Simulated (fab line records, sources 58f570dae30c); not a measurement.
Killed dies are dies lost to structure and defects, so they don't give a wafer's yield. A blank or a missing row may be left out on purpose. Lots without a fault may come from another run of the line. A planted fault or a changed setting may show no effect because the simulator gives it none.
Which tool did it? | flow berkeley_cmos170 | 14 lots, 42 wafers sampled, at 4 steps of a route of 331

WHAT THE GAUGES READ, wafer by wafer
UCB170_NWELL_TW_MEAS_16. Usual: NWELL_TW 1244, standard deviation 12.
lot  | measured    | on            | NWELL_TW       | flag
L907 | day 2 15:49 | film_metro-01 | 1242 1239 1240 |
L908 | day 2 21:56 | film_metro-04 | 1243 1245 1240 |
L909 | day 3 06:26 | film_metro-04 | 1234 1239 1243 |
L911 | day 3 19:06 | film_metro-01 | 1236 1237 1244 |
L912 | day 4 00:35 | film_metro-02 | 1267 1269 1270 |
L914 | day 4 10:43 | film_metro-04 | 1233 1230 1224 |
L915 | day 4 10:58 | film_metro-04 | 1229 1235 1240 |
L916 | day 4 17:23 | film_metro-01 | 1141 1133 1139 | OFF
L918 | day 5 00:25 | film_metro-01 | 1141 1143 1131 | OFF
L919 | day 5 05:41 | film_metro-02 | 1261 1263 1262 |
L922 | day 5 18:46 | film_metro-01 | 1237 1243 1247 |
L924 | day 6 04:07 | film_metro-02 | 1253 1264 1264 |
L927 | day 7 02:01 | film_metro-04 | 1241 1234 1248 |
L928 | day 7 08:13 | film_metro-01 | 1226 1233 1231 |

UCB170_PWELL_THK_MEAS_06. Usual: PWELL_NITRIDE_THK 219.7 nm, standard deviation 2.3.
lot  | measured    | on            | PWELL_NITRIDE_THK (nm) | flag
L907 | day 3 08:35 | film_metro-04 | 219.3 220.9 219.8      |
L908 | day 3 15:45 | film_metro-04 | 219.9 222.1 220.8      |
L909 | day 3 22:47 | film_metro-03 | 220.8 219.7 221.0      |
L911 | day 4 11:45 | film_metro-03 | 221.7 221.5 220.7      |
L912 | day 4 18:45 | film_metro-04 | 216.3 216.4 215.9      |
L914 | day 5 01:14 | film_metro-02 | 215.6 214.4 216.5      |
L915 | day 5 01:15 | film_metro-03 | 221.1 220.6 220.0      |
L916 | day 5 06:35 | film_metro-03 | 218.0 220.3 219.4      |
L918 | day 5 12:50 | film_metro-04 | 220.9 220.8 220.6      |
L919 | day 6 00:52 | film_metro-03 | 221.5 222.2 220.6      |
L922 | day 6 08:25 | film_metro-04 | 220.2 218.5 221.3      |
L924 | day 7 00:56 | film_metro-04 | 224.7 222.1 222.8      |
L927 | day 7 17:25 | film_metro-03 | 218.9 220.0 221.4      |
L928 | day 8 00:02 | film_metro-04 | 220.8 220.4 219.1      |

WHICH TOOL RAN EACH LOT (tool, then ch and the chambers of the sampled wafers, then the start)
lot  | UCB170_NWELL_ETCH_13              | UCB170_NWELL_IMPLANT_14
L907 | rie_diel-04 ch 0,2,3, day 2 15:26 | implanter-04 ch 0, day 2 15:35
L908 | rie_diel-04 ch 0,2, day 2 21:35   | implanter-01 ch 0, day 2 21:41
L909 | rie_diel-04 ch 0,2, day 3 06:05   | implanter-04 ch 0, day 3 06:11
L911 | rie_diel-04 ch 0,2,3, day 3 18:45 | implanter-04 ch 0, day 3 18:51
L912 | rie_diel-03 ch 2,3, day 4 00:14   | implanter-01 ch 0, day 4 00:21
L914 | rie_diel-04 ch 2,3, day 4 10:22   | implanter-04 ch 0, day 4 10:28
L915 | rie_diel-01 ch 0,1,2, day 4 10:37 | implanter-03 ch 0, day 4 10:44
L916 | rie_diel-04 ch 2,3, day 4 17:02   | implanter-04 ch 0, day 4 17:08
L918 | rie_diel-03 ch 0,1,3, day 5 00:03 | implanter-04 ch 0, day 5 00:10
L919 | rie_diel-04 ch 0,1,3, day 5 05:19 | implanter-03 ch 0, day 5 05:26
L922 | rie_diel-03 ch 0,1, day 5 18:25   | implanter-03 ch 0, day 5 18:31
L924 | rie_diel-01 ch 0,1,3, day 6 03:46 | implanter-03 ch 0, day 6 03:52
L927 | rie_diel-04 ch 2,3, day 7 01:38   | implanter-01 ch 0, day 7 01:49
L928 | rie_diel-01 ch 0,2,3, day 7 07:51 | implanter-03 ch 0, day 7 07:58
- UCB170_NWELL_ETCH_13: etches Si3N4 in CH3F/Ar/O2, stops on SiO2, target depth 246.4 nm, time 154 s.
- UCB170_NWELL_IMPLANT_14

WHAT THE TOOLS THEMSELVES READ (means of the sampled wafers that have a number; where no wafer has one, the mark that the record gives instead)
UCB170_NWELL_ETCH_13. Usual: drypump_motor_current_A 5.5 A, standard deviation 0.31; oes_product_au 0.936 a.u., standard deviation 0.018; throttle_valve_pct 8.05 %, standard deviation 0.14.
lot  | tool        | drypump_motor_current_A (A) | oes_product_au (a.u.) | throttle_valve_pct (%) | flag
L907 | rie_diel-04 | 5.4                         | 0.925                 | 8.01                   |
L908 | rie_diel-04 | 5.6                         | 0.932                 | 7.91                   |
L909 | rie_diel-04 | 5.6                         | 0.934                 | 7.87                   |
L911 | rie_diel-04 | 5.4                         | 0.933                 | 8.02                   |
L912 | rie_diel-03 | 5.6                         | 0.948                 | 8.04                   |
L914 | rie_diel-04 | 5.3                         | 0.913                 | 8.15                   |
L915 | rie_diel-01 | 5.5                         | 0.927                 | 8.09                   |
L916 | rie_diel-04 | 5.3                         | 0.926                 | 8.16                   |
L918 | rie_diel-03 | 5.8                         | 0.965                 | 8.02                   |
L919 | rie_diel-04 | 5.2                         | 0.924                 | 8.10                   |
L922 | rie_diel-03 | 6.1                         | 0.967                 | 8.03                   |
L924 | rie_diel-01 | 5.6                         | 0.934                 | 8.15                   |
L927 | rie_diel-04 | 5.3                         | 0.924                 | 8.16                   |
L928 | rie_diel-01 | 5.6                         | 0.930                 | 8.10                   |

UCB170_NWELL_IMPLANT_14. Usual: beam_on_s 9.99 s, standard deviation 0.2; faraday_current_uA 31.7, standard deviation 0.62.
lot  | tool         | beam_on_s (s) | faraday_current_uA | flag
L907 | implanter-04 | 10.10         | 31.4               |
L908 | implanter-01 | 9.96          | 31.9               |
L909 | implanter-04 | 10.05         | 31.5               |
L911 | implanter-04 | 10.04         | 31.7               |
L912 | implanter-01 | 10.04         | 31.6               |
L914 | implanter-04 | 10.06         | 31.7               |
L915 | implanter-03 | 9.89          | 32.0               |
L916 | implanter-04 | 7.71          | 41.2               | OFF
L918 | implanter-04 | 7.78          | 40.7               | OFF
L919 | implanter-03 | 10.15         | 31.1               |
L922 | implanter-03 | 10.08         | 31.5               |
L924 | implanter-03 | 9.87          | 32.0               |
L927 | implanter-01 | 10.05         | 31.6               |
L928 | implanter-03 | 9.84          | 32.2               |

THE ANSWER, worked out from the rows above alone
Rule: a lot is off if the mean of its wafers that have a number lies more than 3 standard deviations from the usual mean. A lot without any number at a reading at which 4 lots or more have one is off too. The other lots that the step has rows for count as sound. The gauges are gone through in route order, then the tools' own readings, and for those a lot's mean is taken as printed above. The first step at which some lot is off is used, and at that step the reading that is off furthest; a lot without a number counts as furthest.
Off: L916, L918, at UCB170_NWELL_TW_MEAS_16 (NWELL_TW).
A tool fits if, at a process step before that reading, it ran every lot that is off, and no sound lot after the first of them. The gauges at UCB170_NWELL_TW_MEAS_16 aren't tried: what is off there is off at UCB170_NWELL_IMPLANT_14 too, on other tools, and a gauge's error can't cause that. One fits: implanter-04 at UCB170_NWELL_IMPLANT_14. Its last sound lot is L914 (day 4 10:28), its first lot that is off L916 (day 4 17:08): a fault that began between those two fits.
The tool's own readings at UCB170_NWELL_IMPLANT_14 bear it out: on the lots that are off they differ by more than 5 times the standard deviation of the sound lots' means. beam_on_s reads 7.75 s there against 10.01 s on the sound lots; faraday_current_uA reads 41.0 there against 31.7 on the sound lots.

WHAT THE SIMULATOR HAD PUT IN
Process parameter drift: implanter-04, from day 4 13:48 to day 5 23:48, at UCB170_NWELL_IMPLANT_14. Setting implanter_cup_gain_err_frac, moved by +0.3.
Lots struck among those shown: L916, L918. The rule above found the same.
